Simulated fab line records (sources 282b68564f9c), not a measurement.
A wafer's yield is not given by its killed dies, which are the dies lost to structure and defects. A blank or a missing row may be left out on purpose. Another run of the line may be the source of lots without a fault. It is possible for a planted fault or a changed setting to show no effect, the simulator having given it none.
fab line records ; flow rit_cmos
record lots=15; wafers=45; last_day=7
route steps=202 shown REOX@98 M1@202
lots that met no fault: taken from a fault-free run of the same line
start_h: the number of hours between the record's first day and the start of the first shown wafer of the lot ; wait_h: hours from the lot's prior step to this one ; " same as the row above ; L1.1+2: a row that stands for several wafers ; - either no value or no given start ; * or withheld: withheld ; < > ~ a bound
route shown NAME@n: names a module that has steps shown in the file, with the first one's number in the route ; usual: the fault-free wafers' mean and standard deviation ; same: alike in all rows ; chamber/n: place in a boat ; sites: each site's reading ; _std_site: the values' standard deviation ; _edge_site: outer sites' mean less inner sites' ; radius_mm: for every site, how far away it sits from the centre of the wafer ; mask NAME#n: copy n ; behind: the tool/chamber that last shaped the wafer ; hold: the reason the lot was held/the length of the hold in hours/how it ended ; device: names the non-switching transistor (n, p or np) ; end of line: the same wafers' tests at the end of the route ; for a step that has no rows: nothing shown but its recipe ; killed: not the wafer's yield, but the dies lost to structure and defects at the first sort ; map: shows each die of a wafer: x if killed, . if not, _ if none is there
set.NAME: the setting the step ran with; set.NAME@STEP: the setting that earlier step ran with ; model.NAME: the simulator's own value behind a step, which no gauge read
route steps across a sampled set of lots; one table per step, one row per wafer
services: a tool's chamber out of use, with start hour (start_h, from the record's first day; less than 0 if before it), hours out, and reason
## steps
# step RIT_REOX_CLEAN_00
# recipe chemistry=SC1; mix=3:3:50; time_s=600; temp_c=75
# usual bath_guard_temp_C=75.0/0.48; bath_heat_duty_pct=14.9/2.1
lot.wafer;tool;chamber;start_h;wait_h;bath_guard_temp_C;bath_heat_duty_pct
L957.1;wet_bench-03;1;47.70;0.1;75.0;13.2
L957.2;wet_bench-03;1;47.70;0.1;74.5;12.3
L957.6;wet_bench-03;1;47.70;0.1;74.9;12.3
L958.1;wet_bench-01;3;49.55;0.1;75.4;13.0
L958.2;wet_bench-01;3;49.55;0.1;75.3;13.4
L958.3;wet_bench-01;3;49.55;0.1;75.6;12.6
L962.1;wet_bench-03;1;71.89;0.1;74.7;12.3
L962.2;wet_bench-03;1;71.89;0.1;74.9;12.5
L962.3;wet_bench-03;1;71.89;0.1;74.6;11.3
L963.1;wet_bench-02;1;73.33;0.1;74.6;14.8
L963.3;wet_bench-02;1;73.33;0.1;74.9;14.6
L963.4;wet_bench-02;1;73.33;0.1;74.4;16.4
L964.1;wet_bench-03;0;83.54;0.1;75.1;17.2
L964.2;wet_bench-03;0;83.54;0.1;75.4;14.3
L964.4;wet_bench-03;0;83.54;0.1;75.2;16.0
L965.3;wet_bench-03;2;83.84;0.1;75.0;15.7
L965.5;wet_bench-03;2;83.84;0.1;74.8;15.8
L965.6;wet_bench-03;2;83.84;0.1;75.0;17.3
L966.1;wet_bench-01;3;91.41;0.1;-;-
L966.3;wet_bench-01;3;91.41;0.1;-;-
L966.5;wet_bench-01;3;91.41;0.1;-;-
L967.2;wet_bench-03;1;96.41;0.1;-;-
L967.4;wet_bench-03;1;96.41;0.1;-;-
L967.5;wet_bench-03;1;96.41;0.1;-;-
L968.2;wet_bench-02;3;104.64;0.1;-;-
L968.3;wet_bench-02;3;104.64;0.1;-;-
L968.5;wet_bench-02;3;104.64;0.1;-;-
L972.2;wet_bench-01;1;122.11;0.1;75.4;16.5
L972.4;wet_bench-01;1;122.11;0.1;75.6;18.2
L972.6;wet_bench-01;1;122.11;0.1;75.6;17.1
L974.1;wet_bench-02;1;131.73;0.1;74.8;16.0
L974.4;wet_bench-02;1;131.73;0.1;74.8;14.1
L974.5;wet_bench-02;1;131.73;0.1;75.1;17.9
L975.4;wet_bench-03;1;133.13;0.0;75.0;12.6
L975.5;wet_bench-03;1;133.13;0.0;74.8;12.6
L975.6;wet_bench-03;1;133.13;0.0;74.7;12.1
L976.2;wet_bench-01;0;142.72;0.1;73.8;14.5
L976.4;wet_bench-01;0;142.72;0.1;73.8;14.8
L976.6;wet_bench-01;0;142.72;0.1;73.9;15.5
L977.1;wet_bench-01;0;148.01;0.1;73.3;16.3
L977.5;wet_bench-01;0;148.01;0.1;74.1;15.1
L977.6;wet_bench-01;0;148.01;0.1;73.9;15.5
L979.2;wet_bench-01;1;156.82;0.1;75.5;17.8
L979.4;wet_bench-01;1;156.82;0.1;75.7;18.1
L979.5;wet_bench-01;1;156.82;0.1;75.3;19.1
# step RIT_M1_PROBE_99
# usual killed_at_contacts=0.0/0.22; killed_at_front_end=7/3.3; killed_dies=7/3.3; killed_open=3.3/1.9; killed_short=3.6/2.1
# same gross_dies=264; killed_at_M0_to_M3=0; killed_at_M4_up=0; killed_at_back_side=0; killed_at_other=0
lot.wafer;tool;chamber;start_h;wait_h;killed_at_contacts;killed_at_front_end;killed_dies;killed_open;killed_short
L966.1;prober-01;-;111.88;0.1;0;1;1;1;0
L966.3;prober-01;-;111.98;0.2;0;4;4;3;1
L966.5;prober-01;-;112.08;0.2;0;3;3;1;2
L967.2;prober-02;-;119.90;0.1;0;15;15;8;7
L967.4;prober-02;-;120.00;0.2;0;12;12;5;7
L967.5;prober-02;-;120.05;0.2;0;6;6;4;2
# killed by level:class
L966.1 REOX:geometric_particle:open=1
L966.3 SILICIDE:geometric_particle:open=2 FOX1:geometric_particle:open=1 SILICIDE:geometric_particle:short=1
L966.5 FOX2:geometric_particle:open=1 GATE:geometric_particle:short=1 SILICIDE:geometric_particle:short=1
L967.2 GATE:geometric_particle:open=6 FOX2:geometric_particle:short=3 SPACER:geometric_particle:short=2 FOX2:geometric_particle:open=1 GATE:geometric_particle:short=1 REOX:geometric_particle:short=1 SILICIDE:geometric_particle:open=1
L967.4 FOX1:geometric_particle:open=2 FOX2:geometric_particle:open=2 SILICIDE:geometric_particle:short=2 FOX1:geometric_particle:short=1 FOX2:geometric_particle:short=1 GATE:geometric_particle:open=1 GATE:geometric_particle:short=1 REOX:geometric_particle:short=1
L967.5 SPACER:geometric_particle:open=2 GATE:geometric_particle:short=1 GATE:geometric_particle:open=1 SILICIDE:geometric_particle:short=1 SILICIDE:geometric_particle:open=1
## services
tool;chamber;start_h;hours;kind
wet_bench-03;-;79.36;2.7;repair
wet_bench-03;-;111.24;2.2;repair
## key
first_sign step=RIT_REOX_CLEAN_00; reading=tool_record; direction=missing
effect none on later readings
met_at RIT_REOX_CLEAN_00
struck_lots L966,L967,L968
tester_left_out L966,L967,L968
onset_between 83.84 91.41
fault kind=skipped_step_whole; tool=wet_bench-01,wet_bench-02,wet_bench-03; chamber=-; onset_h=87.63; steps=RIT_REOX_CLEAN_00; scope=struck_lots_only
# tester_left_out: of these lots the tester's yield and bins aren't shown, on N5 and GAA mostly nor the transistor test; their killed dies are dies lost to structure and defects alone, not to doping, threshold or leakage, so they don't give the yield
